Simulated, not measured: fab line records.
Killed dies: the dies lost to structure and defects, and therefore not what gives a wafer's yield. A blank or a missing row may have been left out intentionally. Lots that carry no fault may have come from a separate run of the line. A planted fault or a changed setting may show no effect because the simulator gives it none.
fab line records -- flow rit_cmos
record: lots: 14, wafers: 42, last_day: 7
route steps=202 shown NSD@139
lots untouched by any fault: they come from a run of this same line in which no faults occurred
start_h: hours from the record's opening day to when the first of the lot's shown wafers began -- wait_h: how many hours have passed since the lot's step before this one -- " as in the row above -- L1.1+2: one row covering several wafers at once -- - value missing, or start not given -- * or withheld: withheld -- < > ~ a bound
route shown NAME@n: a module of which the file shows steps, and the number in the route of the first -- usual: mean/standard deviation of fault-free wafers -- same: alike in all rows -- chamber/n: place in a boat -- sites: each site's reading -- _std_site: the values' standard deviation -- _edge_site: the outer-site mean with the inner-site mean subtracted -- radius_mm: for every site, how far away it sits from the centre of the wafer -- mask NAME#n: copy n -- behind: the most recent tool/chamber to have shaped the wafer -- hold: why the lot was held/for how many hours/how that ended -- device: the n, p or np transistor that did not switch -- end of line: the same wafers' tests at the end of the route -- a step given without rows: its recipe and nothing more -- killed: dies that structure and defects cost at the first sort, which is not the same as the wafer's yield -- map: the dies of a wafer, with x for killed, . for not killed, _ for no die there
set.NAME: the setting the step ran with; set.NAME@STEP: the setting that earlier step ran with -- model.NAME: the simulator's own value behind a step, which no gauge read
the route's steps for a sample of lots (tables are steps, rows are wafers)
services: from which hour (start_h, from the record's first day; less than 0 if before it) a tool's chamber was out of use, for how many hours, and why
== steps ==
step: RIT_NSD_IMPLANT_08
recipe: species: P, energy_kev: 25, dose_cm2: 1e+15, tilt_deg: 7
usual: beam_energy_keV: 25.000/0.0081, dose_ions_cm2: 9.999e+14/1.1e+12
same: implant_ion_amu: 31
lot.wafer,tool,chamber,start_h,wait_h,beam_energy_keV,dose_ions_cm2
L542.1,implanter-03,0,48.17,0.1,25.000,1.0001e+15
L542.4,implanter-03,0,48.17,0.1,25.006,9.986e+14
L542.5,implanter-03,0,48.17,0.1,25.005,1.0007e+15
L543.1,implanter-04,0,56.22,0.1,25.009,9.989e+14
L543.2,implanter-04,0,56.22,0.1,25.019,1.0004e+15
L543.5,implanter-04,0,56.22,0.1,25.001,1.0013e+15
L544.3,implanter-01,0,59.02,0.1,25.009,9.994e+14
L544.4,implanter-01,0,59.02,0.1,24.992,9.978e+14
L544.6,implanter-01,0,59.02,0.1,25.007,9.979e+14
L550.2,implanter-03,0,91.87,0.1,24.998,9.999e+14
L550.3,implanter-03,0,91.87,0.1,25.008,1.0003e+15
L550.6,implanter-03,0,91.87,0.1,25.005,9.995e+14
L551.1,implanter-01,0,96.82,0.1,24.990,9.999e+14
L551.2,implanter-01,0,96.82,0.1,24.997,9.986e+14
L551.4,implanter-01,0,96.82,0.1,25.006,9.983e+14
L552.1,implanter-03,0,100.14,0.1,25.005,9.987e+14
L552.2,implanter-03,0,100.14,0.1,24.999,1.001e+15
L552.3,implanter-03,0,100.14,0.1,24.998,1.0012e+15
L553.2,implanter-03,0,105.24,0.1,24.998,9.989e+14
L553.3,implanter-03,0,105.24,0.1,24.997,1.0012e+15
L553.4,implanter-03,0,105.24,0.1,24.991,9.987e+14
L555.2,implanter-03,0,112.98,0.1,25.319,9.995e+14
L555.3,implanter-03,0,112.98,0.1,25.306,9.995e+14
L555.6,implanter-03,0,112.98,0.1,25.322,1.0001e+15
L556.3,implanter-03,0,116.76,0.1,25.329,1.0015e+15
L556.5,implanter-03,0,116.76,0.1,25.331,1.0024e+15
L556.6,implanter-03,0,116.76,0.1,25.339,1.0018e+15
L559.1,implanter-01,0,132.84,0.1,25.006,1.0015e+15
L559.5,implanter-01,0,132.84,0.1,25.004,9.993e+14
L559.6,implanter-01,0,132.84,0.1,25.005,9.998e+14
L561.1,implanter-04,0,141.31,0.1,25.001,9.989e+14
L561.2,implanter-04,0,141.31,0.1,24.991,9.999e+14
L561.4,implanter-04,0,141.31,0.1,24.999,9.99e+14
L562.1,implanter-04,0,146.92,0.1,25.001,1.0003e+15
L562.4,implanter-04,0,146.92,0.1,25.001,1.0021e+15
L562.6,implanter-04,0,146.92,0.1,25.003,1.0004e+15
L563.1,implanter-04,0,153.08,0.1,25.003,9.987e+14
L563.2,implanter-04,0,153.08,0.1,24.990,1.0002e+15
L563.5,implanter-04,0,153.08,0.1,24.999,1.0002e+15
L565.2,implanter-01,0,161.80,0.1,25.001,9.987e+14
L565.4,implanter-01,0,161.80,0.1,24.999,9.992e+14
L565.6,implanter-01,0,161.80,0.1,24.995,1.0003e+15
== services ==
tool,chamber,start_h,hours,kind
implanter-03,-,27.59,1.2,repair
implanter-03,-,64.28,3.0,repair
implanter-03,-,81.27,1.4,pm
implanter-01,-,150.12,3.1,pm
== key ==
first_sign: step: RIT_NSD_IMPLANT_08, reading: beam_energy_keV, direction: up, sigmas: 40, usual: 25.000, struck: 25.324
effect none on later readings
met_at RIT_NSD_IMPLANT_08
struck_lots L555,L556
tester_left_out L555,L556
onset_between 105.24 112.98
fault: kind: process_parameter_drift, tool: implanter-03, chamber: -, onset_h: 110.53, steps: RIT_NSD_IMPLANT_08, channel: energy_kev, offset: 0.32343, shape: step, end_h: 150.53, acts_in: these_recipes_only, stated: 25
tester_left_out: of these lots the tester's yield and bins aren't shown, on N5 and GAA mostly nor the transistor test; their killed dies are dies lost to structure and defects alone, not to doping, threshold or leakage, so they don't give the yield
